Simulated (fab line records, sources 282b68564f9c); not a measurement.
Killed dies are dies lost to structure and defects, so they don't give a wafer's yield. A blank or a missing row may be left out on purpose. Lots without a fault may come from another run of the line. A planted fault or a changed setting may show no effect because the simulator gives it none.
fab line records | flow rit_cmos
record lots=15 wafers=45 last_day=7
route steps=202 shown ACTIVE@4 FOX1@21 NRETRO@62 GATE@83 M1@202
lots that met no fault: from a run of the same line without faults
start_h: hours from the record's first day to the start of the lot's first wafer shown | wait_h: hours since the lot's step before | " the same as in the row above | L1.1+2: a row that stands for several wafers | - no value, or no start given | * or withheld: withheld | < > ~ a bound
route shown NAME@n: a module of which the file shows steps, and the number in the route of the first | usual: mean/standard deviation of fault-free wafers | same: alike in all rows | chamber/n: place in a boat | sites: the reading at each site | _std_site: their standard deviation | _edge_site: outer sites' mean less inner sites' | radius_mm: how far each site lies from the wafer's centre | mask NAME#n: copy n | behind: the tool/chamber that last shaped the wafer | hold: why the lot was held/for how many hours/how that ended | device: the transistor (n, p or np) that didn't switch | end of line: the same wafers' tests at the end of the route | a step without rows: its recipe alone | killed: dies lost to structure and defects at the first sort, not the wafer's yield | map: a wafer's dies, x killed, . not, _ none there
set.NAME: the setting as run; set.NAME@STEP: as run at that earlier step | model.NAME: the simulator's own value behind a step, which no gauge read
steps of the route over a sample of lots; a table a step, a row a wafer
services: from which hour (start_h, from the record's first day; less than 0 if before it) a tool's chamber was out of use, for how many hours, and why
## steps
# step RIT_ACTIVE_CVD_03
# recipe material=Si3N4 target_thk_nm=150 temp_c=810 precursor=SiH2Cl2/NH3 time_s=1500 pressure_mtorr=308.2 sih2cl2_flow_sccm=60 nh3_flow_sccm=150
# usual zone_power_load_pct=19.1/1.5
# columns lot.wafer tool chamber start_h wait_h zone_power_load_pct
L585.1 lpcvd-01 1 12.11 0.1 17.9
L585.2 " 1 " " 18.1
L585.4 " 1 " " 18.3
L587.2 lpcvd-01 0 22.11 0.0 21.6
L587.4 " 0 " " 21.1
L587.6 " 0 " " 21.4
L588.1 lpcvd-01 1 27.11 0.1 17.9
L588.3 " 1 " " 18.0
L588.6 " 1 " " 18.2
L589.1 lpcvd-01 1 32.67 0.1 18.4
L589.4 " 1 " " 18.4
L589.6 " 1 " " 18.0
L590.1 lpcvd-02 1 37.83 0.8 18.9
L590.2 " 1 " " 18.9
L590.4 " 1 " " 18.7
L591.1 lpcvd-01 0 45.12 0.4 20.9
L591.3 " 0 " " 21.5
L591.5 " 0 " " 21.9
L592.1 lpcvd-02 1 48.42 0.7 18.8
L592.3 " 1 " " 18.7
L592.4 " 1 " " 18.7
L593.1 lpcvd-02 0 52.11 0.1 17.1
L593.3 " 0 " " 17.7
L593.5 " 0 " " 17.3
L594.3 lpcvd-01 1 58.67 0.0 18.1
L594.4 " 1 " " 18.2
L594.5 " 1 " " 18.4
L595.1 lpcvd-01 0 62.28 0.1 21.4
L595.2 " 0 " " 21.6
L595.5 " 0 " " 21.8
L597.2 lpcvd-01 0 73.00 0.0 21.6
L597.3 " 0 " " 21.7
L597.4 " 0 " " 21.4
L602.1 lpcvd-01 1 97.11 0.1 18.2
L602.3 " 1 " " 18.3
L602.4 " 1 " " 18.3
L604.1 lpcvd-01 1 108.97 0.1 18.4
L604.5 " 1 " " 18.4
L604.6 " 1 " " 18.4
L605.1 lpcvd-01 1 112.44 0.3 18.3
L605.3 " 1 " " 18.3
L605.6 " 1 " " 18.6
L607.2 lpcvd-01 1 122.32 0.0 18.4
L607.5 " 1 " " 18.3
L607.6 " 1 " " 18.4
# step RIT_ACTIVE_THK_MEAS_04
# recipe reads=Si3N4_of_ACTIVE_CVD_03
# usual ACTIVE_NITRIDE_THK=151.3/1.5
# columns lot.wafer tool chamber start_h wait_h ACTIVE_NITRIDE_THK[nm]
L585.1 film_metro-04 - 13.53 0.0 151.3
L585.2 " - " " 152.1
L585.4 " - " " 152.5
L587.2 film_metro-02 - 23.54 0.0 152.8
L587.4 " - " " 152.7
L587.6 " - " " 152.2
L588.1 film_metro-02 - 28.53 0.0 150.4
L588.3 " - " " 151.2
L588.6 " - " " 151.2
L589.1 film_metro-01 - 34.09 0.0 150.7
L589.4 " - " " 150.5
L589.6 " - " " 151.6
L590.1 film_metro-04 - 39.95 0.0 148.7
L590.2 " - " " 150.0
L590.4 " - " " 149.8
L591.1 film_metro-01 - 46.54 0.0 151.9
L591.3 " - " " 152.2
L591.5 " - " " 153.0
L592.1 film_metro-02 - 49.85 0.0 149.4
L592.3 " - " " 149.5
L592.4 " - " " 148.7
L593.1 film_metro-02 - 53.53 0.0 152.6
L593.3 " - " " 151.6
L593.5 " - " " 151.8
L594.3 film_metro-04 - 60.81 0.0 150.4
L594.4 " - " " 151.5
L594.5 " - " " 149.9
L595.1 film_metro-01 - 64.41 0.0 151.3
L595.2 " - " " 150.6
L595.5 " - " " 151.8
L597.2 film_metro-01 - 74.43 0.0 151.1
L597.3 " - " " 151.8
L597.4 " - " " 150.7
L602.1 film_metro-04 - 98.53 0.0 150.5
L602.3 " - " " 152.0
L602.4 " - " " 150.9
L604.1 film_metro-02 - 110.38 0.0 102.7
L604.5 " - " " 102.5
L604.6 " - " " 102.4
L605.1 film_metro-04 - 113.85 0.0 104.7
L605.3 " - " " 104.2
L605.6 " - " " 103.9
L607.2 film_metro-01 - 123.75 0.0 106.3
L607.5 " - " " 106.4
L607.6 " - " " 105.8
# step RIT_ACTIVE_ETCH_13
# recipe stop_on=SiO2 chemistry=SF6 target=Si3N4 time_s=210 over_etch_frac=0.4 SF6_flow_sccm=200 pressure_mtorr=260 rf_w=125 target_depth_a=2100
# usual drypump_motor_current_A=5.7/0.36 oes_product_au=0.824/0.014 throttle_valve_pct=7.52/0.14
# columns lot.wafer tool chamber start_h wait_h drypump_motor_current_A oes_product_au rf_hours_counter_h throttle_valve_pct
L585.1 rie_diel-02 1 14.83 0.1 5.5 0.846 72 7.64
L585.2 " 2 " " 5.5 0.822 3 7.52
L585.4 " 3 " " 5.4 0.832 4 7.21
L587.2 rie_diel-02 0 24.71 0.1 5.5 0.830 150 7.62
L587.4 " 1 " " 5.5 0.843 72 7.65
L587.6 " 3 " " 5.4 0.836 - 7.22
L588.1 rie_diel-03 1 29.83 0.1 6.1 0.814 125 7.71
L588.3 " 0 " " 5.7 0.801 137 7.56
L588.6 " 1 " " 6.1 0.815 - 7.72
L589.1 rie_diel-01 3 35.39 0.1 5.7 0.820 6 7.58
L589.4 " 0 " " 6.5 0.827 4 7.42
L589.6 " 3 " " 5.7 0.823 - 7.60
L590.1 rie_diel-01 0 41.13 0.1 6.5 0.829 4 7.40
L590.2 " 2 " " 6.1 0.822 47 7.53
L590.4 " 3 " " 5.7 0.828 7 7.60
L591.1 rie_diel-01 3 47.72 0.1 5.7 0.825 7 7.59
L591.3 " 2 " " 6.1 0.826 47 7.52
L591.5 " 0 " " 6.4 0.841 - 7.41
L592.1 rie_diel-03 1 51.15 0.1 6.1 0.803 126 7.71
L592.3 " 3 " " 6.0 0.811 1 7.43
L592.4 " 0 " " 5.7 0.781 137 7.56
L593.1 rie_diel-02 0 54.96 0.1 5.6 0.841 150 7.63
L593.3 " 2 " " 5.5 0.824 4 7.55
L593.5 " 1 " " 5.5 0.840 - 7.64
L594.3 rie_diel-01 0 61.97 0.1 6.5 0.830 5 7.42
L594.4 " 1 " " 5.0 0.828 48 7.55
L594.5 " 2 " " 6.1 0.808 - 7.52
L595.1 rie_diel-02 2 65.59 0.1 5.5 0.819 4 7.54
L595.2 " 1 " " 5.4 0.840 73 7.64
L595.5 " 1 " " 5.5 0.847 - 7.66
L597.2 rie_diel-03 2 75.81 0.1 5.7 0.840 159 7.34
L597.3 " 0 " " 5.7 0.794 138 7.55
L597.4 " 1 " " 6.1 0.813 126 7.71
L602.1 rie_diel-03 1 99.71 0.1 6.1 0.812 126 7.71
L602.3 " 3 " " 6.0 0.816 2 7.45
L602.4 " 0 " " 5.7 0.797 138 7.56
L604.1 rie_diel-02 3 111.69 0.1 5.4 0.680 5 7.21
L604.5 " 3 " " 5.4 0.678 - 7.23
L604.6 " 2 " " 5.6 0.681 - 7.51
L605.1 rie_diel-03 1 115.03 0.1 6.1 0.677 127 7.72
L605.3 " 0 " " 5.7 0.667 139 7.56
L605.6 " 1 " " 6.2 0.674 - 7.70
L607.2 rie_diel-03 1 125.04 0.1 6.1 0.678 127 7.70
L607.5 " 3 " " 6.0 0.691 - 7.43
L607.6 " 1 " " 6.2 0.674 - 7.72
# step RIT_FOX1_THK_MEAS_01
# recipe reads=SiO2_of_FOX1_OXIDATION_00
# usual FOX1_OXIDE_THK=351/6
# columns lot.wafer tool chamber start_h wait_h FOX1_OXIDE_THK[nm]
L585.1 film_metro-01 - 17.51 0.0 356
L585.2 " - " " 349
L585.4 " - " " 360
L587.2 film_metro-02 - 27.81 0.0 361
L587.4 " - " " 359
L587.6 " - " " 365
L588.1 film_metro-03 - 33.17 0.0 356
L588.3 " - " " 360
L588.6 " - " " 361
L589.1 film_metro-03 - 38.06 0.0 349
L589.4 " - " " 348
L589.6 " - " " 350
L590.1 film_metro-03 - 44.76 0.0 353
L590.2 " - " " 351
L590.4 " - " " 347
L591.1 film_metro-03 - 49.83 0.0 353
L591.3 " - " " 349
L591.5 " - " " 353
L592.1 film_metro-03 - 53.37 0.0 354
L592.3 " - " " 353
L592.4 " - " " 354
L593.1 film_metro-01 - 59.92 0.0 340
L593.3 " - " " 343
L593.5 " - " " 347
L594.3 film_metro-02 - 64.14 0.0 341
L594.4 " - " " 338
L594.5 " - " " 338
L595.1 film_metro-03 - 68.62 0.0 347
L595.2 " - " " 349
L595.5 " - " " 347
L597.2 film_metro-03 - 78.49 0.0 357
L597.3 " - " " 355
L597.4 " - " " 359
L602.1 film_metro-03 - 103.79 0.0 345
L602.3 " - " " 348
L602.4 " - " " 346
L604.1 film_metro-01 - 113.83 0.0 359
L604.5 " - " " 357
L604.6 " - " " 356
L605.1 film_metro-01 - 118.83 0.0 341
L605.3 " - " " 345
L605.6 " - " " 345
L607.2 film_metro-03 - 128.63 0.0 336
L607.5 " - " " 342
L607.6 " - " " 338
# step RIT_NRETRO_STRIP_09
# recipe chemistry=O2 time_s=180 resist=NOVOLAK platen_temp_c=withheld power_w=500 pressure_mtorr=4000 o2_flow_sccm=4000
# usual drypump_motor_current_A=5.9/0.4
# columns lot.wafer tool chamber start_h wait_h drypump_motor_current_A rf_hours_counter_h
L585.1 plasma_asher-02 0 30.71 0.1 6.8 38
L585.2 " 1 " " 6.0 38
L585.4 " 0 " " 6.8 -
L587.2 plasma_asher-01 1 41.01 0.1 5.6 38
L587.4 " 0 " " 6.1 -
L587.6 " 0 " " 6.0 -
L588.1 plasma_asher-02 1 46.87 0.1 6.0 39
L588.3 " 0 " " 6.8 -
L588.6 " 1 " " 6.0 -
L589.1 plasma_asher-01 0 51.46 0.1 6.0 39
L589.4 " 0 " " 6.0 -
L589.6 " 1 " " 5.6 -
L590.1 plasma_asher-03 0 58.34 0.1 5.5 43
L590.2 " 1 " " 5.6 43
L590.4 " 1 " " 5.6 -
L591.1 plasma_asher-02 0 64.61 0.1 6.8 41
L591.3 " 1 " " 6.0 -
L591.5 " 0 " " 6.8 -
L592.1 plasma_asher-01 0 68.86 0.1 6.0 41
L592.3 " 1 " " 5.6 -
L592.4 " 0 " " 6.0 -
L593.1 plasma_asher-03 1 73.39 0.1 5.6 45
L593.3 " 0 " " 5.5 -
L593.5 " 0 " " 5.5 -
L594.3 plasma_asher-01 0 77.05 0.1 6.0 -
L594.4 " 1 " " 5.6 -
L594.5 " 0 " " 6.0 -
L595.1 plasma_asher-02 1 82.24 0.1 6.0 43
L595.2 " 0 " " 6.8 43
L595.5 " 1 " " 6.1 -
L597.2 plasma_asher-01 1 91.16 0.1 5.6 43
L597.3 " 1 " " 5.6 -
L597.4 " 0 " " 6.0 -
L602.1 plasma_asher-03 1 116.43 0.1 5.6 50
L602.3 " 0 " " 5.5 -
L602.4 " 1 " " 5.6 -
L604.1 plasma_asher-01 1 126.71 0.1 5.6 1
L604.5 " 1 " " 5.6 -
L604.6 " 0 " " 6.0 -
L605.1 plasma_asher-03 0 131.62 0.1 5.5 51
L605.3 " 0 " " 5.5 -
L605.6 " 0 " " 5.5 -
L607.2 plasma_asher-01 1 141.07 0.1 5.6 3
L607.5 " 0 " " 6.0 -
L607.6 " 1 " " 5.6 -
# step RIT_GATE_THK_MEAS_07
# recipe reads=SiO2_of_GATE_OXIDATION_05
# usual GATE_OXIDE_THK=3.02/0.064
# columns lot.wafer tool chamber start_h wait_h GATE_OXIDE_THK[nm]
L585.1 film_metro-03 - 34.93 0.0 3.00
L585.2 " - " " 3.03
L585.4 " - " " 3.04
L587.2 film_metro-03 - 46.76 0.0 2.99
L587.4 " - " " 3.01
L587.6 " - " " 2.98
L588.1 film_metro-04 - 51.58 0.0 3.00
L588.3 " - " " 3.09
L588.6 " - " " 3.07
L589.1 film_metro-03 - 60.17 0.0 3.00
L589.4 " - " " 2.97
L589.6 " - " " 2.98
L590.1 film_metro-02 - 62.81 0.0 2.98
L590.2 " - " " 2.86
L590.4 " - " " 2.99
L591.1 film_metro-02 - 70.35 0.0 2.97
L591.3 " - " " 2.98
L591.5 " - " " 3.00
L592.1 film_metro-02 - 74.12 0.0 3.03
L592.3 " - " " 3.10
L592.4 " - " " 3.07
L593.1 film_metro-02 - 78.73 0.0 3.06
L593.3 " - " " 3.05
L593.5 " - " " 3.04
L594.3 film_metro-03 - 82.88 0.0 2.98
L594.4 " - " " 3.04
L594.5 " - " " 3.04
L595.1 film_metro-02 - 88.67 0.0 2.96
L595.2 " - " " 2.95
L595.5 " - " " 3.03
L597.2 film_metro-02 - 94.94 0.0 2.93
L597.3 " - " " 2.96
L597.4 " - " " 2.94
L602.1 film_metro-02 - 120.53 0.0 3.03
L602.3 " - " " 3.02
L602.4 " - " " 3.03
L604.1 film_metro-03 - 132.30 0.0 3.05
L604.5 " - " " 3.06
L604.6 " - " " 3.02
L605.1 film_metro-02 - 135.39 0.0 2.95
L605.3 " - " " 2.96
L605.6 " - " " 3.04
L607.2 film_metro-03 - 149.02 0.0 3.20
L607.5 " - " " 3.15
L607.6 " - " " 3.15
# step RIT_M1_PROBE_99
# usual killed_at_contacts=0.1/0.35 killed_at_front_end=6.9/2.8 killed_dies=7.0/2.8 killed_open=3.4/2 killed_short=3.5/2.1
# same gross_dies=264 killed_at_M0_to_M3=0 killed_at_M4_up=0 killed_at_back_side=0 killed_at_other=0
# columns lot.wafer tool chamber start_h wait_h killed_at_contacts killed_at_front_end killed_dies killed_open killed_short
L585.1 prober-01 - 60.12 0.1 1 3 4 2 2
L585.2 prober-01 - 60.17 0.1 0 10 10 5 5
L585.4 prober-01 - 60.27 0.2 0 4 4 1 3
L587.2 prober-01 - 69.72 0.1 0 10 10 4 6
L587.4 prober-01 - 69.82 0.2 0 5 5 5 0
L587.6 prober-01 - 69.92 0.2 0 5 5 2 3
L588.1 prober-02 - 78.25 0.1 0 4 4 3 1
L588.3 prober-02 - 78.35 0.2 0 8 8 7 1
L588.6 prober-02 - 78.50 0.2 0 7 7 4 3
L589.1 prober-01 - 83.06 0.1 0 7 7 0 7
L589.4 prober-01 - 83.21 0.2 0 9 9 4 5
L589.6 prober-01 - 83.31 0.2 0 7 7 5 2
L590.1 prober-02 - 86.86 0.1 0 8 8 3 5
L590.2 prober-02 - 86.91 0.1 0 0 0 0 0
L590.4 prober-02 - 87.01 0.2 0 7 7 4 3
L591.1 prober-01 - 93.43 0.1 0 6 6 1 5
L591.3 prober-01 - 93.53 0.2 0 5 5 1 4
L591.5 prober-01 - 93.63 0.2 1 10 11 4 7
L592.1 prober-02 - 96.98 0.1 0 6 6 3 3
L592.3 prober-02 - 97.08 0.2 0 10 10 2 8
L592.4 prober-02 - 97.13 0.2 0 6 6 3 3
L593.1 prober-01 - 102.73 0.1 0 8 8 5 3
L593.3 prober-01 - 102.83 0.2 0 5 5 3 2
L593.5 prober-01 - 102.93 0.2 1 5 6 4 2
L594.3 prober-02 - 108.45 0.2 0 6 6 3 3
L594.4 prober-02 - 108.50 0.2 0 3 3 2 1
L594.5 prober-02 - 108.55 0.2 0 8 8 4 4
L595.1 prober-01 - 112.28 0.1 0 7 7 5 2
L595.2 prober-01 - 112.33 0.1 0 12 12 8 4
L595.5 prober-01 - 112.48 0.2 0 7 7 3 4
L597.2 prober-01 - 119.29 0.1 0 3 3 2 1
L597.3 prober-01 - 119.34 0.2 0 9 9 5 4
L597.4 prober-01 - 119.39 0.2 1 3 4 1 3
L602.1 prober-02 - 144.09 0.1 0 9 9 4 5
L602.3 prober-02 - 144.19 0.2 0 10 10 7 3
L602.4 prober-02 - 144.24 0.2 0 7 7 5 2
L605.1 prober-02 - 158.48 0.1 0 5 5 1 4
L605.3 prober-02 - 158.58 0.2 0 7 7 2 5
L605.6 prober-02 - 158.73 0.2 0 9 9 4 5
L604.1 prober-01 - 159.98 0.1 0 8 8 1 6
L604.5 prober-01 - 160.18 0.2 0 7 7 3 4
L604.6 prober-01 - 160.23 0.2 0 9 9 4 5
L607.2 prober-01 - 172.84 0.1 0 6 6 4 1
L607.5 prober-01 - 172.99 0.2 0 4 4 3 1
L607.6 prober-01 - 173.04 0.2 0 2 2 1 1
# killed by level:class
L585.1 GATE:geometric_particle:open=2 GATE:geometric_particle:short=1 CONTACT:geometric_particle:short=1
L585.2 GATE:geometric_particle:short=3 SPACER:geometric_particle:open=3 GATE:geometric_particle:open=2 SPACER:geometric_particle:short=2
L585.4 GATE:geometric_particle:short=2 GATE:geometric_particle:open=1 SPACER:geometric_particle:short=1
L587.2 FOX1:geometric_particle:short=4 FOX1:geometric_particle:open=4 GATE:geometric_particle:short=1 SILICIDE:geometric_particle:short=1
L587.4 FOX1:geometric_particle:open=4 GATE:geometric_particle:open=1
L587.6 GATE:geometric_particle:short=2 FOX1:geometric_particle:open=1 FOX2:geometric_particle:open=1 REOX:geometric_particle:short=1
L588.1 GATE:geometric_particle:open=2 GATE:geometric_particle:short=1 REOX:geometric_particle:open=1
L588.3 GATE:geometric_particle:open=4 FOX2:geometric_particle:open=1 REOX:geometric_particle:open=1 REOX:geometric_particle:short=1 SPACER:geometric_particle:open=1
L588.6 REOX:geometric_particle:open=3 FOX1:geometric_particle:short=1 FOX2:geometric_particle:short=1 GATE:geometric_particle:open=1 SILICIDE:geometric_particle:short=1
L589.1 FOX1:geometric_particle:short=2 GATE:geometric_particle:short=2 FOX2:geometric_particle:short=1 REOX:geometric_particle:short=1 SILICIDE:geometric_particle:short=1
L589.4 GATE:geometric_particle:short=3 REOX:geometric_particle:open=2 FOX1:geometric_particle:short=1 FOX1:geometric_particle:open=1 GATE:geometric_particle:open=1 REOX:geometric_particle:short=1
L589.6 FOX2:geometric_particle:open=2 GATE:geometric_particle:short=2 SILICIDE:geometric_particle:open=2 REOX:geometric_particle:open=1
L590.1 GATE:geometric_particle:short=5 GATE:geometric_particle:open=2 FOX1:geometric_particle:open=1
L590.2
L590.4 GATE:geometric_particle:open=2 SPACER:geometric_particle:short=2 FOX1:geometric_particle:open=1 GATE:geometric_particle:short=1 SPACER:geometric_particle:open=1
L591.1 SPACER:geometric_particle:short=3 REOX:geometric_particle:short=1 FOX2:geometric_particle:short=1 GATE:geometric_particle:open=1
L591.3 GATE:geometric_particle:short=3 GATE:geometric_particle:open=1 SPACER:geometric_particle:short=1
L591.5 GATE:geometric_particle:short=2 GATE:geometric_particle:open=2 SPACER:geometric_particle:short=2 SILICIDE:geometric_particle:short=2 SPACER:geometric_particle:open=1 SILICIDE:geometric_particle:open=1 CONTACT:geometric_particle:short=1
L592.1 GATE:geometric_particle:short=1 GATE:geometric_particle:open=1 REOX:geometric_particle:short=1 SPACER:geometric_particle:short=1 SPACER:geometric_particle:open=1 SILICIDE:geometric_particle:open=1
L592.3 GATE:geometric_particle:short=4 SILICIDE:geometric_particle:short=3 FOX1:geometric_particle:short=1 GATE:geometric_particle:open=1 SILICIDE:geometric_particle:open=1
L592.4 REOX:geometric_particle:short=2 GATE:geometric_particle:short=1 GATE:geometric_particle:open=1 REOX:geometric_particle:open=1 SPACER:geometric_particle:open=1
L593.1 SPACER:geometric_particle:open=3 FOX1:geometric_particle:open=1 FOX1:geometric_particle:short=1 GATE:geometric_particle:short=1 REOX:geometric_particle:open=1 SILICIDE:geometric_particle:short=1
L593.3 REOX:geometric_particle:open=2 SPACER:geometric_particle:short=2 GATE:geometric_particle:open=1
L593.5 FOX1:geometric_particle:open=1 FOX1:geometric_particle:short=1 GATE:geometric_particle:open=1 GATE:geometric_particle:short=1 REOX:geometric_particle:open=1 CONTACT:geometric_particle:open=1
L594.3 GATE:geometric_particle:short=3 GATE:geometric_particle:open=1 REOX:geometric_particle:open=1 SPACER:geometric_particle:open=1
L594.4 GATE:geometric_particle:open=1 GATE:geometric_particle:short=1 SPACER:geometric_particle:open=1
L594.5 REOX:geometric_particle:open=3 GATE:geometric_particle:short=2 GATE:geometric_particle:open=1 REOX:geometric_particle:short=1 SPACER:geometric_particle:short=1
L595.1 GATE:geometric_particle:open=3 GATE:geometric_particle:short=2 FOX2:geometric_particle:open=1 SPACER:geometric_particle:open=1
L595.2 REOX:geometric_particle:open=3 FOX2:geometric_particle:open=2 GATE:geometric_particle:short=2 ACTIVE:geometric_particle:open=1 GATE:geometric_particle:open=1 SPACER:geometric_particle:short=1 SILICIDE:geometric_particle:open=1 SILICIDE:geometric_particle:short=1
L595.5 GATE:geometric_particle:open=1 GATE:geometric_particle:short=1 REOX:geometric_particle:short=1 SPACER:geometric_particle:short=1 SPACER:geometric_particle:open=1 SILICIDE:geometric_particle:open=1 SILICIDE:geometric_particle:short=1
L597.2 ACTIVE:geometric_particle:open=1 FOX1:geometric_particle:short=1 REOX:geometric_particle:open=1
L597.3 GATE:geometric_particle:open=3 GATE:geometric_particle:short=2 REOX:geometric_particle:open=1 SPACER:geometric_particle:short=1 SPACER:geometric_particle:open=1 SILICIDE:geometric_particle:short=1
L597.4 FOX1:geometric_particle:open=1 GATE:geometric_particle:short=1 SPACER:geometric_particle:short=1 CONTACT:geometric_particle:short=1
L602.1 GATE:geometric_particle:short=4 FOX2:geometric_particle:open=2 GATE:geometric_particle:open=1 REOX:geometric_particle:open=1 REOX:geometric_particle:short=1
L602.3 GATE:geometric_particle:open=4 REOX:geometric_particle:open=2 SPACER:geometric_particle:short=2 GATE:geometric_particle:short=1 SPACER:geometric_particle:open=1
L602.4 GATE:geometric_particle:open=3 GATE:geometric_particle:short=1 REOX:geometric_particle:short=1 SPACER:geometric_particle:open=1 SILICIDE:geometric_particle:open=1
L605.1 SPACER:geometric_particle:short=2 FOX1:geometric_particle:short=1 SILICIDE:geometric_particle:short=1 SILICIDE:geometric_particle:open=1
L605.3 GATE:geometric_particle:open=2 GATE:geometric_particle:short=2 FOX1:geometric_particle:short=1 SPACER:geometric_particle:short=1 SILICIDE:geometric_particle:short=1
L605.6 GATE:geometric_particle:open=2 GATE:geometric_particle:short=2 SILICIDE:geometric_particle:open=2 FOX1:geometric_particle:short=1 SPACER:geometric_particle:short=1 SILICIDE:geometric_particle:short=1
L604.1 GATE:geometric_particle:short=3 FOX1:geometric_particle:short=1 REOX:geometric_particle:short=1 SPACER:geometric_particle:open=1 SPACER:geometric_particle:short=1 ACTIVE:area_etch=1
L604.5 GATE:geometric_particle:open=3 FOX1:geometric_particle:short=2 GATE:geometric_particle:short=1 SPACER:geometric_particle:short=1
L604.6 GATE:geometric_particle:short=3 GATE:geometric_particle:open=3 FOX1:geometric_particle:short=1 FOX1:geometric_particle:open=1 REOX:geometric_particle:short=1
L607.2 GATE:geometric_particle:open=2 FOX1:geometric_particle:open=1 SPACER:geometric_particle:open=1 FOX2:geometric_particle:short=1 NWELL:coat_microbubble_printed=1
L607.5 GATE:geometric_particle:open=3 SPACER:geometric_particle:short=1
L607.6 SPACER:geometric_particle:short=1 SILICIDE:geometric_particle:open=1
## services
# columns tool chamber start_h hours kind
plasma_asher-02 - -5.97 0.8 repair
plasma_asher-01 - 4.40 12.0 repair
rie_diel-01 2 7.11 2.6 repair
plasma_asher-03 - 11.10 14.6 pm
lpcvd-01 - 14.67 0.6 repair
plasma_asher-02 - 33.02 3.0 repair
plasma_asher-01 - 35.35 1.6 repair
rie_diel-02 2 35.61 11.6 repair
rie_diel-02 1 44.26 2.9 repair
rie_diel-02 1 47.14 2.3 repair
rie_diel-02 - 47.66 2.8 pm
plasma_asher-03 - 62.49 0.7 repair
rie_diel-02 1 82.84 1.4 repair
lpcvd-01 - 90.50 4.3 pm
plasma_asher-01 - 108.75 9.0 pm
plasma_asher-01 0 108.75 9.0 vent_cycle
plasma_asher-01 1 108.75 9.0 vent_cycle
plasma_asher-01 0 117.75 - clean
plasma_asher-01 1 117.75 - clean
rie_diel-03 2 122.40 5.3 repair
plasma_asher-02 - 123.99 3.4 repair
rie_diel-03 2 127.72 - clean
rie_diel-03 2 127.72 18.9 scheduled_down
rie_diel-03 2 127.72 18.9 vent_cycle
## key
first_sign step=RIT_ACTIVE_THK_MEAS_04 reading=ACTIVE_NITRIDE_THK direction=down sigmas=32 usual=151.3 struck=104.3
effect step=RIT_ACTIVE_ETCH_13 reading=oes_product_au direction=down sigmas=10 usual=0.824 struck=0.678
met_at RIT_ACTIVE_CVD_03
struck_lots L604,L605,L607
struck_wafers L604.1,L604.5,L604.6,L605.1,L605.3,L605.6,L607.2,L607.5,L607.6
tester_left_out L604,L605,L607
not_acting_at RIT_FOX1_THK_MEAS_01,RIT_NRETRO_STRIP_09,RIT_GATE_THK_MEAS_07
onset_between 97.11 108.97
also_fits time
fault kind=process_parameter_drift tool=lpcvd-01 chamber=1 onset_h=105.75 steps=RIT_ACTIVE_CVD_03 channel=target_thk_nm offset=-46.835 shape=step end_h=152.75 acts_in=these_recipes_only stated=150
# tester_left_out: of these lots the tester's yield and bins aren't shown, on N5 and GAA mostly nor the transistor test; their killed dies are dies lost to structure and defects alone, not to doping, threshold or leakage, so they don't give the yield
